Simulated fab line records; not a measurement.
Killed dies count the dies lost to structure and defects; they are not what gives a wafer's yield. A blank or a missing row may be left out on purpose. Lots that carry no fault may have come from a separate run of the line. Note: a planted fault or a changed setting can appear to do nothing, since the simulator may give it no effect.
fab line records :: flow ritCmos
record:
  lots: 14
  wafers: 42
  lastDay: 7
route steps=202 shown PWELL@48 M1@202
lots that met no fault: from a run of the same line without faults
startH: hours from the record's first day to the start of the lot's first wafer shown :: waitH: time in hours since the lot's previous step :: " identical to the entry in the row above :: L1.1+2: a single row standing in for several wafers :: - either no value or no given start :: * or withheld: withheld :: < > ~ a bound
route shown NAME@n: a module of which the file shows steps, and the number in the route of the first :: usual: mean/standard deviation of fault-free wafers :: same: alike in all rows :: chamber/n: place in a boat :: sites: readings site by site :: _std_site: standard deviation of those values :: _edge_site: mean of outer sites minus mean of inner sites :: radiusMm: how far each site lies from the wafer's centre :: mask NAME#n: copy n :: behind: tool/chamber where the wafer was last shaped :: hold: why the lot went on hold/how many hours it stayed there/how the hold came to an end :: device: names the non-switching transistor (n, p or np) :: end of line: the same wafers' tests at the end of the route :: for a step that has no rows: nothing shown but its recipe :: killed: dies that structure and defects cost at the first sort, which is not the same as the wafer's yield :: map: per-die view of a wafer (x killed, . not killed, _ where there is no die)
set.NAME: the setting as run; set.NAME@STEP: as run at that earlier step :: model.NAME: the simulator's own value behind a step, which no gauge read
steps of the route over a sample of lots; a table a step, a row a wafer
services: a tool's chamber out of use, with start hour (startH, from the record's first day; less than 0 if before it), hours out, and reason
== steps ==
step: RIT_PWELL_STRIP_09
recipe:
  chemistry: O2
  timeS: 180
  resist: NOVOLAK
  platenTempC: withheld
  powerW: 500
  pressureMtorr: 4000
  o2FlowSccm: 4000
usual:
  drypumpMotorCurrentA: 6.0/0.46
  o2FlowSccm: 4000/11
lot.wafer: L760.3
tool: plasmaAsher-03
chamber: 1
startH: 29.43
waitH: 0.1
drypumpMotorCurrentA: 6.4
o2FlowSccm: 4002
rfHoursCounterH: -

lot.wafer: L760.5
tool: plasmaAsher-03
chamber: 0
startH: 29.43
waitH: 0.1
drypumpMotorCurrentA: 6.4
o2FlowSccm: 4003
rfHoursCounterH: -

lot.wafer: L760.6
tool: plasmaAsher-03
chamber: 1
startH: 29.43
waitH: 0.1
drypumpMotorCurrentA: 6.4
o2FlowSccm: 4009
rfHoursCounterH: -

lot.wafer: L761.1
tool: plasmaAsher-03
chamber: 0
startH: 33.58
waitH: 0.1
drypumpMotorCurrentA: 6.4
o2FlowSccm: 3993
rfHoursCounterH: 37

lot.wafer: L761.2
tool: plasmaAsher-03
chamber: 1
startH: 33.58
waitH: 0.1
drypumpMotorCurrentA: 6.4
o2FlowSccm: 3999
rfHoursCounterH: 37

lot.wafer: L761.5
tool: plasmaAsher-03
chamber: 0
startH: 33.58
waitH: 0.1
drypumpMotorCurrentA: 6.4
o2FlowSccm: 4002
rfHoursCounterH: -

lot.wafer: L762.1
tool: plasmaAsher-01
chamber: 0
startH: 39.31
waitH: 0.1
drypumpMotorCurrentA: 5.4
o2FlowSccm: 3990
rfHoursCounterH: 22

lot.wafer: L762.4
tool: plasmaAsher-01
chamber: 1
startH: 39.31
waitH: 0.1
drypumpMotorCurrentA: 5.6
o2FlowSccm: 3987
rfHoursCounterH: -

lot.wafer: L762.5
tool: plasmaAsher-01
chamber: 0
startH: 39.31
waitH: 0.1
drypumpMotorCurrentA: 5.4
o2FlowSccm: 3987
rfHoursCounterH: -

lot.wafer: L763.2
tool: plasmaAsher-01
chamber: 0
startH: 43.62
waitH: 0.1
drypumpMotorCurrentA: 5.4
o2FlowSccm: 4001
rfHoursCounterH: 23

lot.wafer: L763.3
tool: plasmaAsher-01
chamber: 1
startH: 43.62
waitH: 0.1
drypumpMotorCurrentA: 5.6
o2FlowSccm: 4018
rfHoursCounterH: -

lot.wafer: L763.5
tool: plasmaAsher-01
chamber: 1
startH: 43.62
waitH: 0.1
drypumpMotorCurrentA: 5.6
o2FlowSccm: 4017
rfHoursCounterH: -

lot.wafer: L764.1
tool: plasmaAsher-03
chamber: 1
startH: 47.25
waitH: 0.1
drypumpMotorCurrentA: 6.4
o2FlowSccm: 4005
rfHoursCounterH: 39

lot.wafer: L764.4
tool: plasmaAsher-03
chamber: 1
startH: 47.25
waitH: 0.1
drypumpMotorCurrentA: 6.4
o2FlowSccm: 3995
rfHoursCounterH: -

lot.wafer: L764.6
tool: plasmaAsher-03
chamber: 0
startH: 47.25
waitH: 0.1
drypumpMotorCurrentA: 6.4
o2FlowSccm: 4037
rfHoursCounterH: -

lot.wafer: L765.1
tool: plasmaAsher-03
chamber: 0
startH: 51.29
waitH: 0.1
drypumpMotorCurrentA: 6.3
o2FlowSccm: 4012
rfHoursCounterH: 40

lot.wafer: L765.3
tool: plasmaAsher-03
chamber: 0
startH: 51.29
waitH: 0.1
drypumpMotorCurrentA: 6.4
o2FlowSccm: 4001
rfHoursCounterH: -

lot.wafer: L765.5
tool: plasmaAsher-03
chamber: 0
startH: 51.29
waitH: 0.1
drypumpMotorCurrentA: 6.4
o2FlowSccm: 4006
rfHoursCounterH: -

lot.wafer: L767.1
tool: plasmaAsher-03
chamber: 1
startH: 62.65
waitH: 0.1
drypumpMotorCurrentA: 6.4
o2FlowSccm: 4009
rfHoursCounterH: 41

lot.wafer: L767.3
tool: plasmaAsher-03
chamber: 1
startH: 62.65
waitH: 0.1
drypumpMotorCurrentA: 6.4
o2FlowSccm: 4003
rfHoursCounterH: -

lot.wafer: L767.6
tool: plasmaAsher-03
chamber: 1
startH: 62.65
waitH: 0.1
drypumpMotorCurrentA: 6.4
o2FlowSccm: 4008
rfHoursCounterH: -

lot.wafer: L768.1
tool: plasmaAsher-03
chamber: 1
startH: 66.16
waitH: 0.1
drypumpMotorCurrentA: 6.4
o2FlowSccm: 3995
rfHoursCounterH: 42

lot.wafer: L768.2
tool: plasmaAsher-03
chamber: 0
startH: 66.16
waitH: 0.1
drypumpMotorCurrentA: 6.4
o2FlowSccm: 3970
rfHoursCounterH: 42

lot.wafer: L768.4
tool: plasmaAsher-03
chamber: 1
startH: 66.16
waitH: 0.1
drypumpMotorCurrentA: 6.3
o2FlowSccm: 3994
rfHoursCounterH: -

lot.wafer: L769.2
tool: plasmaAsher-03
chamber: 0
startH: 76.23
waitH: 0.1
drypumpMotorCurrentA: 6.4
o2FlowSccm: 4001
rfHoursCounterH: 43

lot.wafer: L769.4
tool: plasmaAsher-03
chamber: 1
startH: 76.23
waitH: 0.1
drypumpMotorCurrentA: 6.3
o2FlowSccm: 3994
rfHoursCounterH: -

lot.wafer: L769.6
tool: plasmaAsher-03
chamber: 1
startH: 76.23
waitH: 0.1
drypumpMotorCurrentA: 6.4
o2FlowSccm: 4001
rfHoursCounterH: -

lot.wafer: L770.3
tool: plasmaAsher-01
chamber: 0
startH: 76.35
waitH: 0.1
drypumpMotorCurrentA: 5.4
o2FlowSccm: 3982
rfHoursCounterH: -

lot.wafer: L770.4
tool: plasmaAsher-01
chamber: 1
startH: 76.35
waitH: 0.1
drypumpMotorCurrentA: 5.6
o2FlowSccm: 4012
rfHoursCounterH: -

lot.wafer: L770.5
tool: plasmaAsher-01
chamber: 0
startH: 76.35
waitH: 0.1
drypumpMotorCurrentA: 5.4
o2FlowSccm: 4001
rfHoursCounterH: -

lot.wafer: L773.2
tool: plasmaAsher-01
chamber: 0
startH: 90.15
waitH: 0.1
drypumpMotorCurrentA: 5.4
o2FlowSccm: 3996
rfHoursCounterH: 28

lot.wafer: L773.4
tool: plasmaAsher-01
chamber: 1
startH: 90.15
waitH: 0.1
drypumpMotorCurrentA: 5.6
o2FlowSccm: 6009
rfHoursCounterH: -

lot.wafer: L773.5
tool: plasmaAsher-01
chamber: 0
startH: 90.15
waitH: 0.1
drypumpMotorCurrentA: 5.4
o2FlowSccm: 3992
rfHoursCounterH: -

lot.wafer: L777.1
tool: plasmaAsher-03
chamber: 1
startH: 110.24
waitH: 0.1
drypumpMotorCurrentA: 6.4
o2FlowSccm: 4003
rfHoursCounterH: 47

lot.wafer: L777.4
tool: plasmaAsher-03
chamber: 0
startH: 110.24
waitH: 0.1
drypumpMotorCurrentA: 6.4
o2FlowSccm: 3991
rfHoursCounterH: -

lot.wafer: L777.6
tool: plasmaAsher-03
chamber: 0
startH: 110.24
waitH: 0.1
drypumpMotorCurrentA: 6.4
o2FlowSccm: 4003
rfHoursCounterH: -

lot.wafer: L779.1
tool: plasmaAsher-01
chamber: 1
startH: 124.60
waitH: 0.1
drypumpMotorCurrentA: 5.6
o2FlowSccm: 6009
rfHoursCounterH: 32

lot.wafer: L779.2
tool: plasmaAsher-01
chamber: 0
startH: 124.60
waitH: 0.1
drypumpMotorCurrentA: 5.4
o2FlowSccm: 3983
rfHoursCounterH: 32

lot.wafer: L779.3
tool: plasmaAsher-01
chamber: 0
startH: 124.60
waitH: 0.1
drypumpMotorCurrentA: 5.4
o2FlowSccm: 3992
rfHoursCounterH: -

lot.wafer: L781.2
tool: plasmaAsher-02
chamber: 1
startH: 131.30
waitH: 0.1
drypumpMotorCurrentA: 5.3
o2FlowSccm: 3992
rfHoursCounterH: 47

lot.wafer: L781.5
tool: plasmaAsher-02
chamber: 0
startH: 131.30
waitH: 0.1
drypumpMotorCurrentA: 6.1
o2FlowSccm: 4012
rfHoursCounterH: -

lot.wafer: L781.6
tool: plasmaAsher-02
chamber: 1
startH: 131.30
waitH: 0.1
drypumpMotorCurrentA: 5.2
o2FlowSccm: 4009
rfHoursCounterH: -
step: RIT_M1_PROBE_99
usual:
  killed_at_M0_to_M3: 0.0/0.14
  killedAtContacts: 0.1/0.27
  killedAtFrontEnd: 6.5/2.8
  killedDies: 6.6/2.8
  killedOpen: 3.5/2
  killedShort: 3.2/1.8
same:
  grossDies: 264
  killed_at_M4_up: 0
  killedAtBackSide: 0
  killedAtOther: 0
lot.wafer: L761.1
tool: prober-02
chamber: -
startH: 76.02
waitH: 0.1
killed_at_M0_to_M3: 0
killedAtContacts: 0
killedAtFrontEnd: 11
killedDies: 11
killedOpen: 9
killedShort: 2

lot.wafer: L761.2
tool: prober-02
chamber: -
startH: 76.07
waitH: 0.1
killed_at_M0_to_M3: 0
killedAtContacts: 0
killedAtFrontEnd: 15
killedDies: 15
killedOpen: 8
killedShort: 7

lot.wafer: L761.5
tool: prober-02
chamber: -
startH: 76.22
waitH: 0.2
killed_at_M0_to_M3: 0
killedAtContacts: 0
killedAtFrontEnd: 9
killedDies: 9
killedOpen: 3
killedShort: 6

lot.wafer: L762.1
tool: prober-01
chamber: -
startH: 81.65
waitH: 0.1
killed_at_M0_to_M3: 0
killedAtContacts: 0
killedAtFrontEnd: 4
killedDies: 4
killedOpen: 2
killedShort: 2

lot.wafer: L762.4
tool: prober-01
chamber: -
startH: 81.80
waitH: 0.2
killed_at_M0_to_M3: 0
killedAtContacts: 0
killedAtFrontEnd: 13
killedDies: 13
killedOpen: 9
killedShort: 4

lot.wafer: L762.5
tool: prober-01
chamber: -
startH: 81.85
waitH: 0.2
killed_at_M0_to_M3: 0
killedAtContacts: 0
killedAtFrontEnd: 7
killedDies: 7
killedOpen: 4
killedShort: 3

lot.wafer: L764.1
tool: prober-02
chamber: -
startH: 86.21
waitH: 0.1
killed_at_M0_to_M3: 0
killedAtContacts: 0
killedAtFrontEnd: 6
killedDies: 6
killedOpen: 4
killedShort: 2

lot.wafer: L764.4
tool: prober-02
chamber: -
startH: 86.36
waitH: 0.2
killed_at_M0_to_M3: 0
killedAtContacts: 0
killedAtFrontEnd: 6
killedDies: 6
killedOpen: 2
killedShort: 4

lot.wafer: L764.6
tool: prober-02
chamber: -
startH: 86.46
waitH: 0.2
killed_at_M0_to_M3: 0
killedAtContacts: 1
killedAtFrontEnd: 2
killedDies: 3
killedOpen: 1
killedShort: 2

lot.wafer: L773.2
tool: prober-01
chamber: -
startH: 128.43
waitH: 0.1
killed_at_M0_to_M3: 0
killedAtContacts: 1
killedAtFrontEnd: 3
killedDies: 4
killedOpen: 4
killedShort: 0

lot.wafer: L773.4
tool: prober-01
chamber: -
startH: 128.53
waitH: 0.2
killed_at_M0_to_M3: 0
killedAtContacts: 0
killedAtFrontEnd: 6
killedDies: 6
killedOpen: 2
killedShort: 4

lot.wafer: L773.5
tool: prober-01
chamber: -
startH: 128.58
waitH: 0.2
killed_at_M0_to_M3: 0
killedAtContacts: 0
killedAtFrontEnd: 7
killedDies: 7
killedOpen: 2
killedShort: 5

lot.wafer: L781.2
tool: prober-02
chamber: -
startH: 169.99
waitH: 0.1
killed_at_M0_to_M3: 0
killedAtContacts: 0
killedAtFrontEnd: 4
killedDies: 4
killedOpen: 2
killedShort: 2

lot.wafer: L781.5
tool: prober-02
chamber: -
startH: 170.14
waitH: 0.2
killed_at_M0_to_M3: 0
killedAtContacts: 0
killedAtFrontEnd: 6
killedDies: 6
killedOpen: 2
killedShort: 4

lot.wafer: L781.6
tool: prober-02
chamber: -
startH: 170.19
waitH: 0.2
killed_at_M0_to_M3: 0
killedAtContacts: 1
killedAtFrontEnd: 3
killedDies: 4
killedOpen: 2
killedShort: 2
killed by level:class
L761.1 SILICIDE:geometricParticle:open=5 GATE:geometricParticle:open=3 FOX1:geometricParticle:short=1 FOX1:geometricParticle:open=1 SILICIDE:geometricParticle:short=1
L761.2 FOX1:geometricParticle:short=6 SPACER:geometricParticle:open=3 FOX1:geometricParticle:open=2 REOX:geometricParticle:open=2 FOX2:geometricParticle:open=1 SPACER:geometricParticle:short=1
L761.5 REOX:geometricParticle:short=2 SILICIDE:geometricParticle:short=2 FOX1:geometricParticle:short=1 GATE:geometricParticle:open=1 GATE:geometricParticle:short=1 SPACER:geometricParticle:open=1 SILICIDE:geometricParticle:open=1
L762.1 GATE:geometricParticle:open=1 REOX:geometricParticle:short=1 SPACER:geometricParticle:short=1 SILICIDE:geometricParticle:open=1
L762.4 GATE:geometricParticle:open=7 GATE:geometricParticle:short=2 FOX1:geometricParticle:short=1 FOX1:geometricParticle:open=1 FOX2:geometricParticle:short=1 SPACER:geometricParticle:open=1
L762.5 GATE:geometricParticle:open=2 FOX2:geometricParticle:open=1 GATE:geometricParticle:short=1 SPACER:geometricParticle:open=1 SPACER:geometricParticle:short=1 SILICIDE:geometricParticle:short=1
L764.1 SILICIDE:geometricParticle:open=2 FOX1:geometricParticle:short=1 GATE:geometricParticle:open=1 REOX:geometricParticle:open=1 SILICIDE:geometricParticle:short=1
L764.4 FOX2:geometricParticle:open=2 FOX1:geometricParticle:short=1 FOX2:geometricParticle:short=1 GATE:geometricParticle:short=1 SILICIDE:geometricParticle:short=1
L764.6 FOX1:geometricParticle:short=1 SPACER:geometricParticle:open=1 CONTACT:geometricParticle:short=1
L773.2 FOX1:geometricParticle:open=1 GATE:geometricParticle:open=1 SPACER:geometricParticle:open=1 CONTACT:geometricParticle:open=1
L773.4 GATE:geometricParticle:short=3 FOX1:geometricParticle:open=1 GATE:geometricParticle:open=1 SPACER:geometricParticle:short=1
L773.5 GATE:geometricParticle:short=3 FOX1:geometricParticle:short=2 GATE:geometricParticle:open=2
L781.2 FOX1:geometricParticle:short=1 FOX2:geometricParticle:open=1 SPACER:geometricParticle:open=1 SPACER:geometricParticle:short=1
L781.5 FOX1:geometricParticle:short=2 FOX2:geometricParticle:open=1 GATE:geometricParticle:short=1 SILICIDE:geometricParticle:short=1 SILICIDE:geometricParticle:open=1
L781.6 FOX2:geometricParticle:open=2 SPACER:geometricParticle:short=1 CONTACT:geometricParticle:short=1
== services ==
tool: plasmaAsher-03
chamber: -
startH: 19.74
hours: 2.1
kind: repair

tool: plasmaAsher-01
chamber: -
startH: 34.36
hours: 1.2
kind: repair

tool: plasmaAsher-02
chamber: -
startH: 105.30
hours: 1.3
kind: repair
== key ==
firstSign:
  step: RIT_PWELL_STRIP_09
  reading: o2FlowSccm
  direction: up
  sigmas: 99+
  usual: 4000
  struck: 6009
effect none on later readings
metAt RIT_PWELL_STRIP_09
struckLots L773,L779
struckWafers L773.4,L779.1
testerLeftOut L773,L779
onsetBetween 76.35 90.15
fault:
  kind: processParameterDrift
  tool: plasmaAsher-01
  chamber: 1
  onsetH: 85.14
  steps: RIT_PWELL_STRIP_09
  channel: o2FlowSccm
  offset: 2000
  shape: step
  endH: 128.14
  actsIn: theseRecipesOnly
  stated: 4000
testerLeftOut: of these lots the tester's yield and bins aren't shown, on N5 and GAA mostly nor the transistor test; their killed dies are dies lost to structure and defects alone, not to doping, threshold or leakage, so they don't give the yield
